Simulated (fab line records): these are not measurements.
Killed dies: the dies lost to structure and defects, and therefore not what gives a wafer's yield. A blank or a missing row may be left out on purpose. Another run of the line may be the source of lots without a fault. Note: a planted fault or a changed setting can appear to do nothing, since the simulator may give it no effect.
What tool caused it? -- flow ritCmos -- Sampling: 14 lots, 42 wafers, 6 of 202 route steps

## WHAT THE GAUGES SHOWED, per wafer
RIT_ACTIVE_BOW_MEAS_00.
lot,measured,on,INCOMING_BOW (um)
L566,day 1 10:04,filmMetro-03,4 12 1
L568,day 1 20:01,filmMetro-03,0 -10 -7
L569,day 2 01:00,filmMetro-04,2 -1 1
L570,day 2 06:01,filmMetro-02,-1 -3 -4
L571,day 2 11:02,filmMetro-02,-4 2 4
L572,day 2 16:01,filmMetro-02,6 8 -2
L573,day 2 21:01,filmMetro-02,5 -9 3
L582,day 4 18:04,filmMetro-04,-6 -11 1
L583,day 4 23:00,filmMetro-03,0 5 0
L584,day 5 04:01,filmMetro-02,9 -11 -9
L585,day 5 09:02,filmMetro-04,-2 9 2
L587,day 5 19:00,filmMetro-04,2 -10 0
L588,day 6 00:00,filmMetro-03,-11 -7 -7
L589,day 6 05:04,filmMetro-03,-1 2 -6

RIT_GATE_THK_MEAS_09.
lot,measured,on,GATE_POLY_THK (nm)
L566,day 2 12:30,filmMetro-03,247.4 247.6 247.6
L568,day 2 22:26,filmMetro-04,248.8 246.3 247.3
L569,day 3 02:42,filmMetro-03,250.7 249.4 252.8
L570,day 3 08:10,filmMetro-04,249.4 247.5 247.1
L571,day 3 13:07,filmMetro-04,371.1 373.7 373.7
L572,day 3 17:27,filmMetro-04,371.2 373.1 371.9
L573,day 3 22:28,filmMetro-01,253.2 254.3 253.8
L582,day 5 19:49,filmMetro-04,253.1 250.0 249.6
L583,day 6 00:28,filmMetro-03,247.4 246.0 244.5
L584,day 6 11:51,filmMetro-04,251.3 249.9 250.7
L585,day 6 13:25,filmMetro-04,248.1 246.9 248.6
L587,day 6 23:41,filmMetro-01,247.1 249.1 249.9
L588,day 7 01:18,filmMetro-01,249.3 248.5 246.7
L589,day 7 07:29,filmMetro-01,252.6 253.2 251.5

RIT_M1_CD_MEAS_09: the cd target is 2600 nm.
lot,measured,on,cdNm (nm)
L566,day 3 07:08,cdSem-02,2597.7 2595.8 2597.4
L568,day 3 18:54,cdSem-01,2601.8 2603.2 2601.9
L569,day 3 23:25,cdSem-02,2605.4 2603.8 2603.4
L570,day 4 03:41,cdSem-02,2602.6 2603.7 2602.1
L573,day 4 16:53,cdSem-02,2604.1 2600.8 2603.3
L582,day 6 14:24,cdSem-01,2598.1 2599.8 2598.5
L583,day 6 20:21,cdSem-02,2600.1 2601.3 2602.6
L584,day 7 06:41,cdSem-02,2600.8 2601.5 2600.6
L585,day 7 09:57,cdSem-02,2599.4 2599.1 2599.4
L587,day 7 18:23,cdSem-02,2600.4 2599.8 2600.3
L588,day 7 19:59,cdSem-02,2599.8 2601.8 2602.8
L589,day 8 01:53,cdSem-02,2600.8 2600.8 2601.1

## WHAT TOOL EACH LOT RAN ON (gives the tool, then ch and the chambers of the sampled wafers, and finally the start)
lot,RIT_ACTIVE_ETCH_13,RIT_GATE_CVD_08,RIT_GATE_ETCH_19
L566,"rieDiel-01 ch 0,1,2, day 1 14:50","lpcvd-01 ch 1, day 2 10:52","rieSi-02 ch 2,3, day 2 13:51"
L568,"rieDiel-03 ch 1,3, day 2 02:04","lpcvd-02 ch 1, day 2 20:49","rieSi-02 ch 1,2,3, day 2 23:43"
L569,"rieDiel-04 ch 0,1,3, day 2 06:27","lpcvd-01 ch 1, day 3 01:05","rieSi-01 ch 0,2,3, day 3 04:02"
L570,"rieDiel-01 ch 1,3, day 2 10:50","lpcvd-01 ch 0, day 3 06:32","rieSi-02 ch 0,2,3, day 3 09:22"
L571,"rieDiel-03 ch 0,1,3, day 2 15:43","lpcvd-01 ch 1, day 3 11:29","rieSi-01 ch 0,2, day 3 14:19"
L572,"rieDiel-03 ch 0,1,2, day 2 21:27","lpcvd-01 ch 1, day 3 15:49","rieSi-02 ch 1,3, day 3 18:40"
L573,"rieDiel-01 ch 0,2, day 3 01:52","lpcvd-02 ch 0, day 3 20:50","rieSi-01 ch 0,1, day 3 23:52"
L582,"rieDiel-01 ch 0,1,2, day 4 22:43","lpcvd-02 ch 1, day 5 18:10","rieSi-02 ch 0,1, day 5 21:03"
L583,"rieDiel-01 ch 0,1,3, day 5 03:50","lpcvd-02 ch 1, day 5 22:51","rieSi-01 ch 1,2,3, day 6 01:49"
L584,"rieDiel-03 ch 0,1,2, day 5 08:50","lpcvd-02 ch 1, day 6 10:14","rieSi-02 ch 0,1,2, day 6 13:11"
L585,"rieDiel-03 ch 0,3, day 5 16:11","lpcvd-01 ch 1, day 6 11:47","rieSi-01 ch 1,3, day 6 14:47"
L587,"rieDiel-03 ch 0,2,3, day 5 23:43","lpcvd-01 ch 1, day 6 22:04","rieSi-01 ch 0,1,3, day 7 01:09"
L588,"rieDiel-01 ch 0,1,3, day 6 04:43","lpcvd-01 ch 1, day 6 23:41","rieSi-02 ch 1,3, day 7 02:31"
L589,"rieDiel-03 ch 0,3, day 6 11:32","lpcvd-01 ch 1, day 7 05:50","rieSi-01 ch 0,1, day 7 08:56"
- RIT_ACTIVE_ETCH_13: etches Si3N4 in SF6, stops on SiO2, time 210 s, target depth 210 nm.
- RIT_GATE_CVD_08: deposits poly-Si from SiH4, target thk 250 nm, time 2220 s.
- RIT_GATE_ETCH_19: etches poly-Si in SF6/CHF3/O2, stops on SiO2, time 165 s, target depth 312.5 nm.

## AS READ BY THE TOOLS THEMSELVES (means over the sampled wafers that have a number; for cases with no such wafer, the mark the record gives instead)
RIT_ACTIVE_ETCH_13.
lot,tool,chamberPressureMTorr (mTorr),drypumpMotorCurrentA (A),oesProductAu (a.u.),throttleValvePct (%)
L566,rieDiel-01,260.10,5.7,0.813,7.51
L568,rieDiel-03,260.00,5.6,0.803,7.42
L569,rieDiel-04,259.75,5.7,0.828,7.58
L570,rieDiel-01,259.92,5.4,0.824,7.56
L571,rieDiel-03,259.94,5.5,0.817,7.49
L572,rieDiel-03,259.94,5.4,0.820,7.47
L573,rieDiel-01,259.68,5.6,0.825,7.51
L582,rieDiel-01,260.05,5.7,0.825,7.52
L583,rieDiel-01,259.97,5.3,0.811,7.56
L584,rieDiel-03,259.98,5.4,0.827,7.48
L585,rieDiel-03,260.20,5.4,0.825,7.54
L587,rieDiel-03,260.08,5.5,0.830,7.58
L588,rieDiel-01,259.79,5.3,0.818,7.56
L589,rieDiel-03,259.89,5.6,0.825,7.59

RIT_GATE_ETCH_19.
lot,tool,chamberPressureMTorr (mTorr),drypumpMotorCurrentA (A),oesProductAu (a.u.),throttleValvePct (%)
L566,rieSi-02,40.02,5.7,0.843,10.27
L568,rieSi-02,40.01,6.0,0.846,10.23
L569,rieSi-01,40.00,5.6,0.853,10.23
L570,rieSi-02,40.01,5.6,0.849,10.30
L571,rieSi-01,40.01,5.8,0.995,10.26
L572,rieSi-02,40.01,6.3,1.017,10.27
L573,rieSi-01,39.98,6.1,0.861,10.16
L582,rieSi-02,39.99,5.7,0.855,10.36
L583,rieSi-01,40.01,5.8,0.842,10.15
L584,rieSi-02,40.03,5.8,0.858,10.28
L585,rieSi-01,40.01,6.1,0.852,10.05
L587,rieSi-01,40.01,5.9,0.851,10.13
L588,rieSi-02,39.99,6.3,0.846,10.26
L589,rieSi-01,40.00,6.2,0.862,10.08

## THE ANSWER, worked out from the rows above alone
Rule: the lots themselves supply what counts as usual. The widest of any qualifying gaps counts: lots, ordered by their means at a reading, are off when they make up no more than a third of the lots, leave a main group of 4 or more, and stand apart from it by 3 or more times the standard deviation of that group's means. The tables above print the reading to a certain number of digits; a main group whose means all agree to those digits is not used. A lot without any number at a reading at which 4 lots or more have one is off too. All remaining lots with rows at the step are treated as sound. First the gauges in route order, then the tools' own readings, where a lot's mean is used as printed above. At the first step where some lot is off, the reading lying furthest off is the one used; lots without a number count as furthest.
Off: at RIT_GATE_THK_MEAS_09 (GATE_POLY_THK), L571, L572. The main group: mean 249.4 nm, standard deviation 2.2.
A tool fits if, at a process step before that reading, it ran every lot that is off, and no sound lot after the first of them. The gauges at RIT_GATE_THK_MEAS_09 aren't tried: what is off there is off at RIT_GATE_ETCH_19 too, on other tools, and a gauge's error can't cause that. Not one of the candidates tried fits.

## WHAT THE SIMULATOR PUT IN
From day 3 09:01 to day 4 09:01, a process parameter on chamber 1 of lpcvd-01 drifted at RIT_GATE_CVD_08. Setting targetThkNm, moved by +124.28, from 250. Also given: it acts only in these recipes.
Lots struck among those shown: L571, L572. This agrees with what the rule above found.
